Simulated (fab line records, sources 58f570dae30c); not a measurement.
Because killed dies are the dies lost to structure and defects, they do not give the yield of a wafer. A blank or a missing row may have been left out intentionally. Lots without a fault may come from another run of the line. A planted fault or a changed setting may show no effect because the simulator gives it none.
Which tool is to blame?	flow berkeleyCmos170	14 lots with 42 wafers sampled at 3 steps, on a route of 331 steps

## WHAT EACH GAUGE READ, for each wafer
UCB170_NWELL_THK_MEAS_05.
lot	measured	on	NWELL_NITRIDE_THK (nm)
L797	day 2 15:36	filmMetro-01	224.0 225.0 226.7
L798	day 2 21:20	filmMetro-02	226.2 224.9 224.8
L799	day 2 23:18	filmMetro-03	221.9 221.2 221.8
L800	day 3 04:19	filmMetro-02	222.3 221.5 221.9
L801	day 3 11:08	filmMetro-02	222.0 223.3 224.7
L802	day 3 14:55	filmMetro-01	220.9 220.2 220.3
L804	day 4 03:08	filmMetro-02	225.5 225.6 225.7
L805	day 4 09:35	filmMetro-01	227.1 228.1 225.5
L806	day 4 17:09	filmMetro-03	221.5 222.6 221.3
L807	day 4 17:10	filmMetro-02	221.7 222.8 224.5
L808	day 5 02:40	filmMetro-01	224.2 225.4 226.1
L813	day 6 00:49	filmMetro-03	226.8 222.9 224.8
L812	day 6 00:50	filmMetro-01	226.5 225.4 227.2
L815	day 6 08:40	filmMetro-02	221.9 222.4 222.4

UCB170_PLDD_TW_MEAS_11.
lot	measured	on	PLDD_TW
L797	day 6 22:46	filmMetro-04	1008 1012 1010
L798	day 7 10:23	filmMetro-04	1003 1005 1007
L799	day 7 09:56	filmMetro-01	1021 1025 1024
L800	day 7 16:55	filmMetro-02	1022 1021 1014
L801	day 8 03:44	filmMetro-04	1009 1008 1010
L802	day 8 03:28	filmMetro-02	1014 1018 1014
L804	day 8 07:33	filmMetro-04	1005 1009 1009
L805	day 8 06:59	filmMetro-04	1007 1002 1005
L806	day 8 22:14	filmMetro-04	1005 1005 1010
L807	day 8 22:32	filmMetro-04	1007 1005 1007
L808	day 9 05:07	filmMetro-04	1012 1007 1011
L813	day 9 21:14	filmMetro-04	1010 1012 1014
L812	day 9 21:58	filmMetro-02	1017 1017 1021
L815	day 10 16:52	filmMetro-02	1007 1007 1009

UCB170_CONTACT_THK_MEAS_02.
lot	measured	on	CONTACT_PSG_THK (nm)
L797	day 7 15:52	filmMetro-04	687 682 685
L798	day 8 01:07	filmMetro-04	693 690 690
L799	day 8 01:08	filmMetro-03	696 690 686
L800	day 8 07:44	filmMetro-02	687 693 696
L801	day 8 20:34	filmMetro-03	691 693 690
L802	day 8 20:35	filmMetro-02	693 690 693
L804	day 8 23:15	filmMetro-02	697 698 700
L805	day 8 23:15	filmMetro-03	699 697 700
L806	day 9 17:58	filmMetro-04	695 693 697
L807	day 9 17:58	filmMetro-02	703 707 707
L808	day 9 19:55	filmMetro-02	708 704 705
L813	day 10 13:08	filmMetro-04	697 696 696
L812	day 10 13:22	filmMetro-03	695 694 700
L815	day 11 07:48	filmMetro-04	701 692 696

## WHICH TOOL RAN EACH LOT (tool, then ch and the chambers of the sampled wafers, then the start)
The record shows no process step preceding these readings.

## AS READ BY THE TOOLS THEMSELVES (means over the sampled wafers that have a number; for cases with no such wafer, the mark the record gives instead)
The record holds no such reading with a usual standard deviation.

## THE ANSWER, worked out from the rows above alone
Rule: what is usual is taken from the lots themselves. The widest of any qualifying gaps counts: lots, ordered by their means at a reading, are off when they make up no more than a third of the lots, leave a main group of 4 or more, and stand apart from it by 3 or more times the standard deviation of that group's means. Not used: any main group whose means are identical at the precision the tables above print for the reading. A lot without any number at a reading at which 4 lots or more have one is off too. The other lots that the step has rows for count as sound. After the gauges, taken in route order, come the tools' own readings; for these a lot's mean is taken, as printed above. The first step at which some lot is off is used, and at that step the reading that is off furthest; a lot without a number counts as furthest.
No lot is off on any of the readings shown, so nothing can be concluded from this.

## WHAT WAS PUT IN BY THE SIMULATOR
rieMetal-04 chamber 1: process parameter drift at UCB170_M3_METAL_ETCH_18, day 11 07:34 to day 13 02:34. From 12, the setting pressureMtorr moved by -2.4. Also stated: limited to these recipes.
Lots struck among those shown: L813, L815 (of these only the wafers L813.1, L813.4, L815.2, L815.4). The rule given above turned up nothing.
